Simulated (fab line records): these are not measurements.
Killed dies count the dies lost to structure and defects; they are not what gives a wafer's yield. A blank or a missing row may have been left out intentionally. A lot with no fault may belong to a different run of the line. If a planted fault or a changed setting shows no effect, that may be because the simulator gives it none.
Which tool is to blame?    flow rit-cmos    Sampling: 14 lots, 42 wafers, 5 of 202 route steps

== WHAT EACH GAUGE READ, for each wafer ==
RIT_ACTIVE_CD_MEAS_11: the cd target is 1400 nm. Usual: 1400.5 nm for cd-nm, sd 1.9.
lot   measured     on         cd-nm (nm)            flag
L874  day 1 15:15  cd-sem-02  1399.0 1399.5 1400.4  
L876  day 2 00:31  cd-sem-01  1399.9 1399.6 1398.8  
L877  day 2 08:21  cd-sem-01  1398.6 1400.8 1399.3  
L878  day 2 10:28  cd-sem-01  1402.2 1403.3 1403.3  
L879  day 2 16:38  cd-sem-01  1402.2 1399.8 1401.3  
L880  day 2 21:39  cd-sem-02  1398.2 1398.9 1399.4  
L882  day 3 08:35  cd-sem-01  1403.5 1403.2 1402.4  
L884  day 3 16:28  cd-sem-01  1400.2 1401.9 1401.4  
L889  day 4 18:14  cd-sem-02  1401.1 1401.0 1401.2  
L890  day 4 22:28  cd-sem-01  1399.3 1401.4 1400.3  
L891  day 5 04:10  cd-sem-01  1398.4 1397.7 1397.1  
L893  day 5 13:30  cd-sem-02  1400.4 1398.8 1399.9  
L896  day 6 04:46  cd-sem-02  1404.1 1402.6 1400.6  
L897  day 6 09:36  cd-sem-01  1400.5 1400.8 1402.0  

RIT_FOX1_THK_MEAS_01. Usual: FOX1_OXIDE_THK 354 nm, standard deviation 7.
lot   measured     on             FOX1_OXIDE_THK (nm)  flag
L874  day 1 18:13  film-metro-02  351 352 351          
L876  day 2 03:01  film-metro-03  360 357 356          
L877  day 2 10:46  film-metro-03  351 356 358          
L878  day 2 13:30  film-metro-03  355 352 349          
L879  day 2 19:04  film-metro-03  368 363 372          
L880  day 3 00:28  film-metro-02  359 358 368          
L882  day 3 10:58  film-metro-01  357 354 351          
L884  day 3 19:29  film-metro-03  356 360 352          
L889  day 4 21:04  film-metro-01  270 273 269          OFF
L890  day 5 02:25  film-metro-01  278 273 276          OFF
L891  day 5 07:44  film-metro-03  354 351 357          
L893  day 5 16:14  film-metro-01  346 343 350          
L896  day 6 08:05  film-metro-03  359 359 362          
L897  day 6 11:58  film-metro-03  357 357 353          

RIT_PRETRO_OVL_MEAS_06. Usual: PRETRO_OVL 1.1 nm, standard deviation 1.3.
lot   measured     on          PRETRO_OVL (nm)  flag
L874  day 2 07:45  overlay-01  0.5 3.0 1.9      
L876  day 2 18:02  overlay-01  0.9 2.6 1.7      
L877  day 3 00:28  overlay-02  0.4 0.6 1.0      
L878  day 3 03:36  overlay-02  0.7 1.6 1.5      
L879  day 3 08:38  overlay-01  3.0 1.8 1.2      
L880  day 3 14:16  overlay-02  0.4 0.0 2.2      
L882  day 4 00:46  overlay-01  -1.2 0.8 1.0     
L884  day 4 09:05  overlay-02  1.2 1.0 0.0      
L889  day 5 12:46  overlay-02  0.0 1.2 2.0      
L890  day 5 17:04  overlay-01  -0.7 0.4 -0.1    
L891  day 5 21:51  overlay-01  -1.5 0.6 -1.0    
L893  day 6 05:46  overlay-01  1.9 -0.4 0.6     
L896  day 6 23:18  overlay-01  0.2 0.1 -2.3     
L897  day 7 01:55  overlay-02  1.0 1.3 1.2      

== EACH LOT AND THE TOOL THAT RAN IT (in order: tool; ch and the chambers of the sampled wafers; start) ==
lot   RIT_FOX1_OXIDATION_00         RIT_PRETRO_SOFTBAKE_02
L874  furnace-03 ch 0, day 1 16:52  litho-track-02 ch 0, day 2 07:12
L876  furnace-02 ch 0, day 2 01:40  litho-track-02 ch 0, day 2 17:31
L877  furnace-03 ch 0, day 2 09:28  litho-track-02 ch 0, day 2 23:46
L878  furnace-02 ch 0, day 2 12:10  litho-track-03 ch 0, day 3 02:55
L879  furnace-02 ch 0, day 2 17:44  litho-track-02 ch 0, day 3 08:04
L880  furnace-02 ch 0, day 2 23:07  litho-track-03 ch 0, day 3 13:29
L882  furnace-03 ch 0, day 3 09:39  litho-track-03 ch 0, day 4 00:08
L884  furnace-02 ch 0, day 3 18:10  litho-track-04 ch 0, day 4 08:28
L889  furnace-03 ch 0, day 4 19:45  litho-track-02 ch 0, day 5 12:11
L890  furnace-03 ch 0, day 5 01:06  litho-track-02 ch 0, day 5 16:30
L891  furnace-01 ch 0, day 5 06:25  litho-track-02 ch 0, day 5 21:16
L893  furnace-02 ch 0, day 5 14:55  litho-track-04 ch 0, day 6 05:04
L896  furnace-02 ch 0, day 6 06:47  litho-track-02 ch 0, day 6 22:36
L897  furnace-02 ch 0, day 6 10:38  litho-track-04 ch 0, day 7 01:16
- RIT_FOX1_OXIDATION_00: target thk 350.7 nm, ox time 1130 s.
- RIT_PRETRO_SOFTBAKE_02: time 62.63 s.

== WHAT THE TOOLS THEMSELVES READ (means of the sampled wafers that have a number; where no wafer has one, the mark that the record gives instead) ==
RIT_FOX1_OXIDATION_00. Usual: spike-tc-centre-C 1102.3 C, standard deviation 1.1; spike-tc-load-C 1124.4 C, standard deviation 1.8; spike-tc-source-C 1123 C, standard deviation 3.3; tube-center-temp-C 1100 C, standard deviation 0.11; tube_center_temp_C_max 1102.9, standard deviation 0.51; zone-power-source-pct 42.5 %, standard deviation 1.5.
lot   tool        spike-tc-centre-C (C)  spike-tc-load-C (C)  spike-tc-source-C (C)  tube-center-temp-C (C)  tube_center_temp_C_max  zone-power-source-pct (%)  flag
L874  furnace-03  1101.7                 1122.6               1126                   1100                    1103.1                  41.4                       
L876  furnace-02  1102.3                 1124.8               1119                   1100                    1102.7                  43.8                       
L877  furnace-03  1102.8                 1124.3               1126                   1100                    1102.6                  41.4                       
L878  furnace-02  1103.1                 1126.4               1119                   1100                    1103.0                  44.4                       
L879  furnace-02  1103.4                 1126.0               1120                   1100                    1102.3                  43.7                       
L880  furnace-02  1102.8                 1126.1               1119                   1100                    1103.2                  43.9                       
L882  furnace-03  1100.9                 1123.5               1126                   1100                    1102.4                  41.0                       
L884  furnace-02  1102.3                 1125.4               1119                   1100                    1103.3                  44.2                       
L889  furnace-03  1061.0                 1082.8               1085                   1060                    1063.3                  37.6                       OFF
L890  furnace-03  1062.0                 1081.6               1085                   1060                    1062.8                  37.3                       OFF
L891  furnace-01  1103.1                 1123.7               1126                   1100                    1103.0                  40.8                       
L893  furnace-02  1102.8                 1125.9               1119                   1100                    1102.9                  44.0                       
L896  furnace-02  1102.1                 1125.8               1119                   1100                    1102.9                  44.4                       
L897  furnace-02  1102.4                 1125.9               1119                   1100                    1102.5                  44.2                       

RIT_PRETRO_SOFTBAKE_02. Usual: plate-sensor-t-centre-C 90.969 C, standard deviation 0.0097; plate-sensor-t-edge-C 91.021 C, standard deviation 0.01.
lot   tool            plate-sensor-t-centre-C (C)  plate-sensor-t-edge-C (C)  flag
L874  litho-track-02  90.973                       91.021                     
L876  litho-track-02  90.963                       91.021                     
L877  litho-track-02  90.974                       91.025                     
L878  litho-track-03  90.967                       91.017                     
L879  litho-track-02  90.970                       91.018                     
L880  litho-track-03  90.973                       91.020                     
L882  litho-track-03  90.971                       91.020                     
L884  litho-track-04  90.973                       91.014                     
L889  litho-track-02  90.964                       91.018                     
L890  litho-track-02  90.979                       91.018                     
L891  litho-track-02  90.963                       91.029                     
L893  litho-track-04  90.969                       91.017                     
L896  litho-track-02  90.966                       91.017                     
L897  litho-track-04  90.976                       91.027                     

== THE ANSWER, worked out from the rows above alone ==
Rule: a lot counts as off when the mean over its wafers that have a number is more than 3 standard deviations away from the usual mean. Also off: a lot with no number at a reading for which 4 or more lots have one. Any other lot the step has rows for is counted as sound. First the gauges in route order, then the tools' own readings, where a lot's mean is used as printed above. At the first step where some lot is off, the reading lying furthest off is the one used; lots without a number count as furthest.
Off: at RIT_FOX1_THK_MEAS_01 (FOX1_OXIDE_THK), L889, L890.
A tool fits if, at a process step before that reading, it ran every lot that is off, and no sound lot after the first of them. The gauges at RIT_FOX1_THK_MEAS_01 aren't tried: what is off there is off at RIT_FOX1_OXIDATION_00 too, on other tools, and a gauge's error can't cause that. One fits: furnace-03 at RIT_FOX1_OXIDATION_00. Its last sound lot is L882 (day 3 09:39), its first lot that is off L889 (day 4 19:45): a fault that began between those two fits.
The tool's own readings at RIT_FOX1_OXIDATION_00 bear it out: on the lots that are off they differ by more than 5 times the standard deviation of the sound lots' means. spike-tc-centre-C reads 1061.5 C there against 1102.5 C on the sound lots; spike-tc-load-C reads 1082.2 C there against 1125.0 C on the sound lots; spike-tc-source-C reads 1085 C there against 1121 C on the sound lots; tube-center-temp-C reads 1060 C there against 1100 C on the sound lots; tube_center_temp_C_max reads 1063.0 there against 1102.8 on the sound lots.

== WHAT THE SIMULATOR PUT IN ==
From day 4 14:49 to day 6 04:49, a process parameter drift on furnace-03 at RIT_FOX1_OXIDATION_00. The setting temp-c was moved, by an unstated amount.
Lots struck among those shown: L889, L890. The rule given above showed the same thing.
